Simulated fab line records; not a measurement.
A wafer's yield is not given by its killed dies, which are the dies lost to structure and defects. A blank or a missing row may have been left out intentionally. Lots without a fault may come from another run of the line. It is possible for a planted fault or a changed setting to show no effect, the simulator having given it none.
Which tool was responsible? || flow berkeleyCmos170 || Sampling: 14 lots, 42 wafers, 6 of 331 route steps

== WHAT EACH GAUGE READ, for each wafer ==
UCB170_GATE_CD_MEAS_12: the cd target is 350 nm.
{"lot": "L118", "measured": "day 5 16:52", "on": "cdSem-02", "cdNm (nm)": "348.3 347.8 348.3"}
{"lot": "L119", "measured": "day 5 17:10", "on": "cdSem-02", "cdNm (nm)": "348.3 347.7 347.3"}
{"lot": "L122", "measured": "day 6 11:53", "on": "cdSem-02", "cdNm (nm)": "349.3 350.4 349.8"}
{"lot": "L120", "measured": "day 6 11:58", "on": "cdSem-01", "cdNm (nm)": "351.3 350.8 350.1"}
{"lot": "L125", "measured": "day 7 11:31", "on": "cdSem-02", "cdNm (nm)": "348.8 349.2 350.2"}
{"lot": "L124", "measured": "day 7 11:46", "on": "cdSem-01", "cdNm (nm)": "353.0 352.7 352.3"}
{"lot": "L130", "measured": "day 8 22:29", "on": "cdSem-02", "cdNm (nm)": "348.2 349.9 349.5"}
{"lot": "L132", "measured": "day 8 22:15", "on": "cdSem-01", "cdNm (nm)": "349.0 350.1 349.1"}
{"lot": "L133", "measured": "day 9 11:52", "on": "cdSem-01", "cdNm (nm)": "350.7 350.1 349.6"}
{"lot": "L134", "measured": "day 10 01:05", "on": "cdSem-01", "cdNm (nm)": "352.6 351.6 351.5"}
{"lot": "L137", "measured": "day 10 01:02", "on": "cdSem-02", "cdNm (nm)": "350.1 349.9 349.2"}
{"lot": "L136", "measured": "day 10 00:48", "on": "cdSem-01", "cdNm (nm)": "350.3 350.6 350.5"}
{"lot": "L139", "measured": "day 10 21:16", "on": "cdSem-01", "cdNm (nm)": "351.2 350.4 351.0"}
{"lot": "L140", "measured": "day 10 21:44", "on": "cdSem-02", "cdNm (nm)": "352.5 351.9 352.5"}

UCB170_GATE_OVL_MEAS_13.
{"lot": "L118", "measured": "day 5 16:59", "on": "overlay-02", "GATE_OVL (nm)": "-4 -2 -2"}
{"lot": "L119", "measured": "day 5 17:15", "on": "overlay-01", "GATE_OVL (nm)": "-9 0 -7"}
{"lot": "L122", "measured": "day 6 11:59", "on": "overlay-02", "GATE_OVL (nm)": "5 -1 -2"}
{"lot": "L120", "measured": "day 6 12:05", "on": "overlay-01", "GATE_OVL (nm)": "-3 6 -2"}
{"lot": "L125", "measured": "day 7 11:37", "on": "overlay-01", "GATE_OVL (nm)": "-2 -3 -4"}
{"lot": "L124", "measured": "day 7 11:53", "on": "overlay-02", "GATE_OVL (nm)": "-1 9 -6"}
{"lot": "L130", "measured": "day 8 22:37", "on": "overlay-01", "GATE_OVL (nm)": "8 -4 -6"}
{"lot": "L132", "measured": "day 8 22:22", "on": "overlay-02", "GATE_OVL (nm)": "-4 3 -1"}
{"lot": "L133", "measured": "day 9 11:59", "on": "overlay-01", "GATE_OVL (nm)": "-3 -13 -7"}
{"lot": "L134", "measured": "day 10 01:13", "on": "overlay-01", "GATE_OVL (nm)": "3 -7 0"}
{"lot": "L137", "measured": "day 10 01:09", "on": "overlay-02", "GATE_OVL (nm)": "-2 -12 -5"}
{"lot": "L136", "measured": "day 10 00:53", "on": "overlay-01", "GATE_OVL (nm)": "-13 -11 -12"}
{"lot": "L139", "measured": "day 10 21:23", "on": "overlay-02", "GATE_OVL (nm)": "2 1 -3"}
{"lot": "L140", "measured": "day 10 21:50", "on": "overlay-01", "GATE_OVL (nm)": "1 -2 -6"}

UCB170_PLDD_TW_MEAS_11.
{"lot": "L118", "measured": "day 5 20:13", "on": "filmMetro-02", "PLDD_TW": "1034 1038 1044"}
{"lot": "L119", "measured": "day 5 21:10", "on": "filmMetro-01", "PLDD_TW": "1006 1010 1007"}
{"lot": "L122", "measured": "day 6 15:00", "on": "filmMetro-02", "PLDD_TW": "1191 1192 1192"}
{"lot": "L120", "measured": "day 6 14:42", "on": "filmMetro-01", "PLDD_TW": "1000 1007 1001"}
{"lot": "L125", "measured": "day 7 13:44", "on": "filmMetro-03", "PLDD_TW": "1015 1017 1017"}
{"lot": "L124", "measured": "day 7 14:10", "on": "filmMetro-01", "PLDD_TW": "1142 1132 1135"}
{"lot": "L130", "measured": "day 9 01:15", "on": "filmMetro-02", "PLDD_TW": "1040 1038 1041"}
{"lot": "L132", "measured": "day 9 00:42", "on": "filmMetro-01", "PLDD_TW": "1002 1004 1007"}
{"lot": "L133", "measured": "day 9 14:04", "on": "filmMetro-01", "PLDD_TW": "1007 1006 1006"}
{"lot": "L134", "measured": "day 10 04:36", "on": "filmMetro-02", "PLDD_TW": "1049 1039 1045"}
{"lot": "L137", "measured": "day 10 04:19", "on": "filmMetro-02", "PLDD_TW": "1042 1041 1040"}
{"lot": "L136", "measured": "day 10 03:57", "on": "filmMetro-02", "PLDD_TW": "1036 1040 1042"}
{"lot": "L139", "measured": "day 11 00:32", "on": "filmMetro-03", "PLDD_TW": "1014 1013 1016"}
{"lot": "L140", "measured": "day 11 00:50", "on": "filmMetro-02", "PLDD_TW": "1055 1050 1047"}

UCB170_SDANNEAL_RS_MEAS_04: measurement is done with a four-point probe.
{"lot": "L118", "measured": "day 6 10:26", "on": "filmMetro-02", "PLDD_RS (ohm/sq)": "1030.5 1034.2 1033.8"}
{"lot": "L119", "measured": "day 6 11:23", "on": "filmMetro-01", "PLDD_RS (ohm/sq)": "1031.1 1032.0 1030.6"}
{"lot": "L122", "measured": "day 7 03:42", "on": "filmMetro-02", "PLDD_RS (ohm/sq)": "757.5 757.9 757.0"}
{"lot": "L120", "measured": "day 7 04:05", "on": "filmMetro-01", "PLDD_RS (ohm/sq)": "1035.9 1033.9 1036.4"}
{"lot": "L125", "measured": "day 8 03:12", "on": "filmMetro-02", "PLDD_RS (ohm/sq)": "1035.0 1032.7 1031.9"}
{"lot": "L124", "measured": "day 8 03:36", "on": "filmMetro-01", "PLDD_RS (ohm/sq)": "756.1 759.1 755.1"}
{"lot": "L130", "measured": "day 9 16:05", "on": "filmMetro-03", "PLDD_RS (ohm/sq)": "1034.3 1033.1 1031.8"}
{"lot": "L132", "measured": "day 9 15:45", "on": "filmMetro-02", "PLDD_RS (ohm/sq)": "1031.6 1031.5 1032.5"}
{"lot": "L133", "measured": "day 10 00:55", "on": "filmMetro-01", "PLDD_RS (ohm/sq)": "1036.3 1035.8 1036.3"}
{"lot": "L134", "measured": "day 10 16:13", "on": "filmMetro-02", "PLDD_RS (ohm/sq)": "1028.5 1026.5 1024.7"}
{"lot": "L137", "measured": "day 10 15:44", "on": "filmMetro-03", "PLDD_RS (ohm/sq)": "1033.6 1035.8 1032.9"}
{"lot": "L136", "measured": "day 10 15:46", "on": "filmMetro-02", "PLDD_RS (ohm/sq)": "1035.6 1034.0 1033.8"}
{"lot": "L139", "measured": "day 11 10:08", "on": "filmMetro-03", "PLDD_RS (ohm/sq)": "1032.7 1030.2 1031.2"}
{"lot": "L140", "measured": "day 11 11:15", "on": "filmMetro-01", "PLDD_RS (ohm/sq)": "1030.3 1029.2 1029.2"}

== TOOL THAT RAN EACH LOT (tool first, then ch and the chambers of the sampled wafers, then the start) ==
{"lot": "L118", "UCB170_PVT_STRIP_08": "plasmaAsher-04 ch 0,1, day 5 05:29", "UCB170_PLDD_IMPLANT_08": "implanter-02 ch 0, day 5 19:50"}
{"lot": "L119", "UCB170_PVT_STRIP_08": "plasmaAsher-01 ch 0,1, day 5 05:43", "UCB170_PLDD_IMPLANT_08": "implanter-04 ch 0, day 5 20:49"}
{"lot": "L122", "UCB170_PVT_STRIP_08": "plasmaAsher-01 ch 0,1, day 5 21:10", "UCB170_PLDD_IMPLANT_08": "implanter-02 ch 0, day 6 14:13"}
{"lot": "L120", "UCB170_PVT_STRIP_08": "plasmaAsher-03 ch 0,1, day 5 21:26", "UCB170_PLDD_IMPLANT_08": "implanter-04 ch 0, day 6 14:18"}
{"lot": "L125", "UCB170_PVT_STRIP_08": "plasmaAsher-04 ch 0,1, day 6 22:50", "UCB170_PLDD_IMPLANT_08": "implanter-01 ch 0, day 7 13:22"}
{"lot": "L124", "UCB170_PVT_STRIP_08": "plasmaAsher-03 ch 0,1, day 6 23:04", "UCB170_PLDD_IMPLANT_08": "implanter-04 ch 0, day 7 13:28"}
{"lot": "L130", "UCB170_PVT_STRIP_08": "plasmaAsher-04 ch 0,1, day 8 04:08", "UCB170_PLDD_IMPLANT_08": "implanter-01 ch 0, day 9 00:51"}
{"lot": "L132", "UCB170_PVT_STRIP_08": "plasmaAsher-04 ch 0,1, day 8 09:39", "UCB170_PLDD_IMPLANT_08": "implanter-04 ch 0, day 9 00:18"}
{"lot": "L133", "UCB170_PVT_STRIP_08": "plasmaAsher-01 ch 1, day 8 22:47", "UCB170_PLDD_IMPLANT_08": "implanter-02 ch 0, day 9 13:40"}
{"lot": "L134", "UCB170_PVT_STRIP_08": "plasmaAsher-04 ch 0,1, day 9 07:53", "UCB170_PLDD_IMPLANT_08": "implanter-02 ch 0, day 10 04:12"}
{"lot": "L137", "UCB170_PVT_STRIP_08": "plasmaAsher-01 ch 0,1, day 9 11:04", "UCB170_PLDD_IMPLANT_08": "implanter-04 ch 0, day 10 03:55"}
{"lot": "L136", "UCB170_PVT_STRIP_08": "plasmaAsher-03 ch 0,1, day 9 11:20", "UCB170_PLDD_IMPLANT_08": "implanter-01 ch 0, day 10 03:35"}
{"lot": "L139", "UCB170_PVT_STRIP_08": "plasmaAsher-01 ch 0,1, day 10 09:07", "UCB170_PLDD_IMPLANT_08": "implanter-04 ch 0, day 11 00:09"}
{"lot": "L140", "UCB170_PVT_STRIP_08": "plasmaAsher-04 ch 0,1, day 10 09:11", "UCB170_PLDD_IMPLANT_08": "implanter-02 ch 0, day 11 00:27"}
- UCB170_PVT_STRIP_08: strips in O2.
- UCB170_PLDD_IMPLANT_08

== AS READ BY THE TOOLS THEMSELVES (means over the sampled wafers that have a number; for cases with no such wafer, the mark the record gives instead) ==
UCB170_PVT_STRIP_08.
{"lot": "L118", "tool": "plasmaAsher-04", "drypumpMotorCurrentA (A)": 5.6, "oesProductAu (a.u.)": 0.735, "stripTimeToEndpointS (s)": 21.60}
{"lot": "L119", "tool": "plasmaAsher-01", "drypumpMotorCurrentA (A)": 5.4, "oesProductAu (a.u.)": 0.736, "stripTimeToEndpointS (s)": 21.65}
{"lot": "L122", "tool": "plasmaAsher-01", "drypumpMotorCurrentA (A)": 5.4, "oesProductAu (a.u.)": 0.731, "stripTimeToEndpointS (s)": 21.61}
{"lot": "L120", "tool": "plasmaAsher-03", "drypumpMotorCurrentA (A)": 5.7, "oesProductAu (a.u.)": 0.732, "stripTimeToEndpointS (s)": 21.51}
{"lot": "L125", "tool": "plasmaAsher-04", "drypumpMotorCurrentA (A)": 5.9, "oesProductAu (a.u.)": 0.732, "stripTimeToEndpointS (s)": 21.58}
{"lot": "L124", "tool": "plasmaAsher-03", "drypumpMotorCurrentA (A)": 5.6, "oesProductAu (a.u.)": 0.732, "stripTimeToEndpointS (s)": 21.50}
{"lot": "L130", "tool": "plasmaAsher-04", "drypumpMotorCurrentA (A)": 5.6, "oesProductAu (a.u.)": 0.734, "stripTimeToEndpointS (s)": 21.53}
{"lot": "L132", "tool": "plasmaAsher-04", "drypumpMotorCurrentA (A)": 6.0, "oesProductAu (a.u.)": 0.733, "stripTimeToEndpointS (s)": 21.66}
{"lot": "L133", "tool": "plasmaAsher-01", "drypumpMotorCurrentA (A)": 5.5, "oesProductAu (a.u.)": 0.735, "stripTimeToEndpointS (s)": 21.48}
{"lot": "L134", "tool": "plasmaAsher-04", "drypumpMotorCurrentA (A)": 6.0, "oesProductAu (a.u.)": 0.732, "stripTimeToEndpointS (s)": 21.57}
{"lot": "L137", "tool": "plasmaAsher-01", "drypumpMotorCurrentA (A)": 5.2, "oesProductAu (a.u.)": 0.733, "stripTimeToEndpointS (s)": 21.59}
{"lot": "L136", "tool": "plasmaAsher-03", "drypumpMotorCurrentA (A)": 5.7, "oesProductAu (a.u.)": 0.734, "stripTimeToEndpointS (s)": 21.60}
{"lot": "L139", "tool": "plasmaAsher-01", "drypumpMotorCurrentA (A)": 5.2, "oesProductAu (a.u.)": 0.732, "stripTimeToEndpointS (s)": 21.51}
{"lot": "L140", "tool": "plasmaAsher-04", "drypumpMotorCurrentA (A)": 6.0, "oesProductAu (a.u.)": 0.734, "stripTimeToEndpointS (s)": 21.55}

UCB170_PLDD_IMPLANT_08.
{"lot": "L118", "tool": "implanter-02", "tiltDeg (degrees)": 7.004}
{"lot": "L119", "tool": "implanter-04", "tiltDeg (degrees)": 6.986}
{"lot": "L122", "tool": "implanter-02", "tiltDeg (degrees)": 6.988}
{"lot": "L120", "tool": "implanter-04", "tiltDeg (degrees)": 7.006}
{"lot": "L125", "tool": "implanter-01", "tiltDeg (degrees)": 6.975}
{"lot": "L124", "tool": "implanter-04", "tiltDeg (degrees)": 7.014}
{"lot": "L130", "tool": "implanter-01", "tiltDeg (degrees)": 7.003}
{"lot": "L132", "tool": "implanter-04", "tiltDeg (degrees)": 7.015}
{"lot": "L133", "tool": "implanter-02", "tiltDeg (degrees)": 6.998}
{"lot": "L134", "tool": "implanter-02", "tiltDeg (degrees)": 6.995}
{"lot": "L137", "tool": "implanter-04", "tiltDeg (degrees)": 7.032}
{"lot": "L136", "tool": "implanter-01", "tiltDeg (degrees)": 6.990}
{"lot": "L139", "tool": "implanter-04", "tiltDeg (degrees)": 6.993}
{"lot": "L140", "tool": "implanter-02", "tiltDeg (degrees)": 7.018}

== THE ANSWER, worked out from the rows above alone ==
Rule: the usual values come from the lots themselves. Put in order of their means at a reading, lots are off if they are a third of the lots or fewer, leave a main group of 4 or more, and stand apart from it by a gap of 3 or more times the standard deviation of the main group's means; of several such gaps the widest counts. A main group is skipped when, at the precision printed for the reading in the tables above, its means are all equal. Also off: a lot with no number at a reading for which 4 or more lots have one. Any other lot the step has rows for is counted as sound. Order of review: gauges by route order, followed by the tools' own readings, for which a lot's mean as printed above is used. The first step at which some lot is off is used, and at that step the reading that is off furthest; a lot without a number counts as furthest.
Off: at UCB170_PLDD_TW_MEAS_11 (PLDD_TW), L122, L124. Mean 1025 and standard deviation 17 in the main group.
If a tool, at a process step before that reading, ran all the lots that are off and no sound lot after the first of them, it fits. The gauges at UCB170_PLDD_TW_MEAS_11 are tried like those tools. No candidate that was tried fits.

== WHAT WAS PUT IN BY THE SIMULATOR ==
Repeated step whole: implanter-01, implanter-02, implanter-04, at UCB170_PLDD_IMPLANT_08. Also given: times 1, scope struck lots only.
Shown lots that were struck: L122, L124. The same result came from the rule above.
